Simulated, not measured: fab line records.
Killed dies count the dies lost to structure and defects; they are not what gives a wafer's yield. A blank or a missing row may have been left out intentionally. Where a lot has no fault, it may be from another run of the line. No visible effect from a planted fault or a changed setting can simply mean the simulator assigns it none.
Which of the tools did it? + flow berkeleyCmos170 + 14 lots with 42 wafers sampled at 6 steps, on a route of 331 steps

WHAT THE GAUGES SHOWED, per wafer
UCB170_ACTIVE_THK_MEAS_06. Usual: ACTIVE_NITRIDE_THK typically reads 221.0 nm, with standard deviation 2.4.
| lot  | measured    | on           | ACTIVE_NITRIDE_THK (nm) | flag |
|------|-------------|--------------|-------------------------|------|
| L495 | day 4 01:03 | filmMetro-01 | 220.5 221.9 221.5       |      |
| L496 | day 4 01:07 | filmMetro-01 | 217.8 216.3 214.6       |      |
| L497 | day 4 12:13 | filmMetro-01 | 218.8 219.4 219.4       |      |
| L499 | day 4 21:08 | filmMetro-01 | 222.0 222.5 221.7       |      |
| L500 | day 4 21:07 | filmMetro-02 | 221.4 217.8 219.8       |      |
| L502 | day 5 13:13 | filmMetro-04 | 218.2 218.1 219.3       |      |
| L503 | day 5 19:14 | filmMetro-02 | 222.0 222.3 220.8       |      |
| L505 | day 6 06:20 | filmMetro-02 | 219.8 219.9 218.6       |      |
| L506 | day 6 11:43 | filmMetro-01 | 222.9 221.9 220.5       |      |
| L508 | day 6 19:23 | filmMetro-01 | 222.9 221.2 222.7       |      |
| L511 | day 7 19:44 | filmMetro-02 | 181.7 182.7 184.4       | OFF  |
| L512 | day 7 19:44 | filmMetro-01 | 183.4 181.8 183.9       | OFF  |
| L514 | day 8 21:55 | filmMetro-01 | 219.2 219.6 220.0       |      |
| L515 | day 8 21:53 | filmMetro-04 | 221.2 222.2 223.9       |      |

UCB170_NVT_OVL_MEAS_06. Usual: NVT_OVL typically reads 0 nm, with standard deviation 5.8.
| lot  | measured    | on         | NVT_OVL (nm) | flag |
|------|-------------|------------|--------------|------|
| L495 | day 5 11:11 | overlay-01 | -3 -5 -2     |      |
| L496 | day 5 11:04 | overlay-02 | 0 -5 -6      |      |
| L497 | day 5 21:02 | overlay-02 | 2 1 -1       |      |
| L499 | day 6 09:32 | overlay-02 | 0 4 -3       |      |
| L500 | day 6 09:49 | overlay-02 | 0 4 -2       |      |
| L502 | day 7 03:05 | overlay-02 | 5 9 7        |      |
| L503 | day 7 07:50 | overlay-01 | -2 0 -1      |      |
| L505 | day 7 22:07 | overlay-02 | 10 4 3       |      |
| L506 | day 8 02:42 | overlay-02 | 1 -1 2       |      |
| L508 | day 8 02:59 | overlay-01 | 0 2 1        |      |
| L511 | day 9 04:20 | overlay-02 | -1 -6 -8     |      |
| L512 | day 9 04:23 | overlay-01 | -9 -3 -3     |      |
| L514 | day 9 23:47 | overlay-02 | -1 -6 -2     |      |
| L515 | day 9 23:40 | overlay-01 | 6 3 -1       |      |

UCB170_PVT_OVL_MEAS_06. Usual: PVT_OVL typically reads 2 nm, with standard deviation 5.5.
| lot  | measured     | on         | PVT_OVL (nm) | flag |
|------|--------------|------------|--------------|------|
| L495 | day 5 13:15  | overlay-02 | 9 6 4        |      |
| L496 | day 5 12:46  | overlay-01 | 0 -1 2       |      |
| L497 | day 6 00:01  | overlay-01 | -2 -6 -4     |      |
| L499 | day 6 11:24  | overlay-01 | 5 8 6        |      |
| L500 | day 6 11:32  | overlay-02 | 5 5 1        |      |
| L502 | day 7 04:41  | overlay-02 | -3 4 2       |      |
| L503 | day 7 11:51  | overlay-02 | 13 7 10      |      |
| L505 | day 8 00:31  | overlay-01 | -2 -7 -5     |      |
| L506 | day 8 05:10  | overlay-02 | -6 -4 -5     |      |
| L508 | day 8 05:25  | overlay-01 | 2 6 8        |      |
| L511 | day 9 07:17  | overlay-02 | -2 -3 -2     |      |
| L512 | day 9 06:39  | overlay-01 | 1 5 8        |      |
| L514 | day 10 01:37 | overlay-01 | 5 8 6        |      |
| L515 | day 10 01:29 | overlay-02 | -8 -6 1      |      |

UCB170_CONTACT_OVL_MEAS_16. Usual: CONTACT_OVL typically reads -2 nm, with standard deviation 5.3.
| lot  | measured     | on         | CONTACT_OVL (nm) | flag |
|------|--------------|------------|------------------|------|
| L495 | day 6 19:38  | overlay-02 | -10 -9 -13       |      |
| L496 | day 6 19:16  | overlay-02 | 1 0 6            |      |
| L497 | day 7 14:52  | overlay-01 | 2 -7 2           |      |
| L499 | day 8 01:35  | overlay-01 | -8 -3 -5         |      |
| L500 | day 8 01:22  | overlay-02 | -4 -3 -4         |      |
| L502 | day 8 13:06  | overlay-01 | 0 6 0            |      |
| L503 | day 9 03:11  | overlay-01 | -3 -2 -8         |      |
| L505 | day 9 18:27  | overlay-02 | -7 -1 -6         |      |
| L506 | day 9 19:54  | overlay-01 | -3 -7 0          |      |
| L508 | day 9 20:10  | overlay-02 | 3 3 5            |      |
| L511 | day 10 12:29 | overlay-02 | -5 2 1           |      |
| L512 | day 10 12:08 | overlay-02 | -6 -2 3          |      |
| L514 | day 11 09:11 | overlay-02 | 6 13 6           |      |
| L515 | day 11 09:19 | overlay-02 | -10 -2 -4        |      |

EACH LOT AND THE TOOL THAT RAN IT (in order: tool; ch and the chambers of the sampled wafers; start)
| lot  | UCB170_ACTIVE_CVD_05       | UCB170_ACTIVE_ETCH_15            |
|------|----------------------------|----------------------------------|
| L495 | lpcvd-01 ch 1, day 3 23:08 | rieDiel-04 ch 2,3, day 4 02:07   |
| L496 | lpcvd-01 ch 0, day 3 23:08 | rieDiel-03 ch 1,3, day 4 02:37   |
| L497 | lpcvd-01 ch 0, day 4 10:17 | rieDiel-04 ch 0,1, day 4 13:41   |
| L499 | lpcvd-02 ch 1, day 4 19:11 | rieDiel-03 ch 0,2, day 4 23:31   |
| L500 | lpcvd-02 ch 0, day 4 19:11 | rieDiel-04 ch 0,1,2, day 4 23:44 |
| L502 | lpcvd-02 ch 1, day 5 11:17 | rieDiel-04 ch 0,1,3, day 5 14:47 |
| L503 | lpcvd-01 ch 1, day 5 17:19 | rieDiel-01 ch 0,3, day 5 20:26   |
| L505 | lpcvd-01 ch 1, day 6 04:25 | rieDiel-04 ch 0,2,3, day 6 07:23 |
| L506 | lpcvd-02 ch 1, day 6 09:47 | rieDiel-03 ch 0,2,3, day 6 13:15 |
| L508 | lpcvd-01 ch 0, day 6 17:28 | rieDiel-03 ch 1,2,3, day 6 20:52 |
| L511 | lpcvd-02 ch 0, day 7 17:49 | rieDiel-04 ch 0,3, day 7 20:55   |
| L512 | lpcvd-02 ch 0, day 7 17:49 | rieDiel-03 ch 0,2,3, day 7 21:02 |
| L514 | lpcvd-01 ch 1, day 8 19:58 | rieDiel-03 ch 1,2,3, day 8 23:26 |
| L515 | lpcvd-01 ch 0, day 8 19:58 | rieDiel-01 ch 1,2,3, day 8 23:39 |
- UCB170_ACTIVE_CVD_05: deposits Si3N4 from SiH2Cl2/NH3, target thk 220 nm, time 3300 s.
- UCB170_ACTIVE_ETCH_15: etches Si3N4 in CH3F/Ar/O2, stops on SiO2, target depth 242 nm, time 151 s.

WHAT THE TOOLS THEMSELVES READ (means of the sampled wafers that have a number; where no wafer has one, the mark that the record gives instead)
UCB170_ACTIVE_CVD_05. Usual: pressureMtorr 200.0 mTorr, standard deviation 0.42; zonePowerSourcePct 20.8 %, standard deviation 1.2.
| lot  | tool     | pressureMtorr (mTorr) | zonePowerSourcePct (%) | flag |
|------|----------|-----------------------|------------------------|------|
| L495 | lpcvd-01 | 200.4                 | 20.5                   |      |
| L496 | lpcvd-01 | 199.6                 | 19.4                   |      |
| L497 | lpcvd-01 | 200.3                 | 19.1                   |      |
| L499 | lpcvd-02 | 200.3                 | 22.4                   |      |
| L500 | lpcvd-02 | 199.4                 | 20.2                   |      |
| L502 | lpcvd-02 | 199.6                 | 22.4                   |      |
| L503 | lpcvd-01 | 200.0                 | 20.7                   |      |
| L505 | lpcvd-01 | 199.7                 | 20.4                   |      |
| L506 | lpcvd-02 | 199.7                 | 22.3                   |      |
| L508 | lpcvd-01 | 199.6                 | 19.3                   |      |
| L511 | lpcvd-02 | 100.3                 | 20.4                   | OFF  |
| L512 | lpcvd-02 | 100.4                 | 20.2                   | OFF  |
| L514 | lpcvd-01 | 200.1                 | 20.6                   |      |
| L515 | lpcvd-01 | 200.0                 | 19.3                   |      |

UCB170_ACTIVE_ETCH_15. Usual: drypumpMotorCurrentA 5.7 A, standard deviation 0.54; oesProductAu 0.948 a.u., standard deviation 0.019; throttleValvePct 8.11 %, standard deviation 0.13.
| lot  | tool       | drypumpMotorCurrentA (A) | oesProductAu (a.u.) | throttleValvePct (%) | flag |
|------|------------|--------------------------|---------------------|----------------------|------|
| L495 | rieDiel-04 | 5.9                      | 0.963               | 8.17                 |      |
| L496 | rieDiel-03 | 5.6                      | 0.925               | 8.22                 |      |
| L497 | rieDiel-04 | 4.8                      | 0.915               | 8.12                 |      |
| L499 | rieDiel-03 | 6.3                      | 0.951               | 8.13                 |      |
| L500 | rieDiel-04 | 5.1                      | 0.938               | 8.12                 |      |
| L502 | rieDiel-04 | 5.4                      | 0.928               | 8.08                 |      |
| L503 | rieDiel-01 | 5.6                      | 0.960               | 7.98                 |      |
| L505 | rieDiel-04 | 5.7                      | 0.953               | 8.08                 |      |
| L506 | rieDiel-03 | 6.3                      | 0.941               | 8.13                 |      |
| L508 | rieDiel-03 | 5.9                      | 0.948               | 8.24                 |      |
| L511 | rieDiel-04 | 5.4                      | 0.851               | 8.02                 | OFF  |
| L512 | rieDiel-03 | 6.2                      | 0.847               | 8.14                 | OFF  |
| L514 | rieDiel-03 | 5.9                      | 0.945               | 8.25                 |      |
| L515 | rieDiel-01 | 5.8                      | 0.964               | 7.99                 |      |

THE ANSWER, worked out from the rows above alone
Rule: a lot counts as off when the mean over its wafers that have a number is more than 3 standard deviations away from the usual mean. A lot without any number at a reading at which 4 lots or more have one is off too. All remaining lots with rows at the step are treated as sound. Order of review: gauges by route order, followed by the tools' own readings, for which a lot's mean as printed above is used. The first step at which some lot is off is used, and at that step the reading that is off furthest; a lot without a number counts as furthest.
Off: at UCB170_ACTIVE_THK_MEAS_06 (ACTIVE_NITRIDE_THK), L511, L512.
If a tool, at a process step before that reading, ran all the lots that are off and no sound lot after the first of them, it fits. The gauges at UCB170_ACTIVE_THK_MEAS_06 aren't tried: what is off there is off at UCB170_ACTIVE_CVD_05 too, on other tools, and a gauge's error can't cause that. One candidate fits, namely lpcvd-02 at UCB170_ACTIVE_CVD_05. Its last sound lot is L506 (day 6 09:47), its first lot that is off L511 (day 7 17:49): a fault that began between those two fits.
The tool's own readings at UCB170_ACTIVE_CVD_05 bear it out: on the lots that are off they differ by more than 5 times the standard deviation of the sound lots' means. pressureMtorr reads 100.3 mTorr there against 199.9 mTorr on the sound lots.

WHAT THE SIMULATOR HAD PUT IN
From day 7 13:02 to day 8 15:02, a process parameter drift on lpcvd-02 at UCB170_ACTIVE_CVD_05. From 200, the setting pressureMtorr moved by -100. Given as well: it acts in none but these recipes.
Struck lots among those shown: L511, L512. The same result came from the rule above.
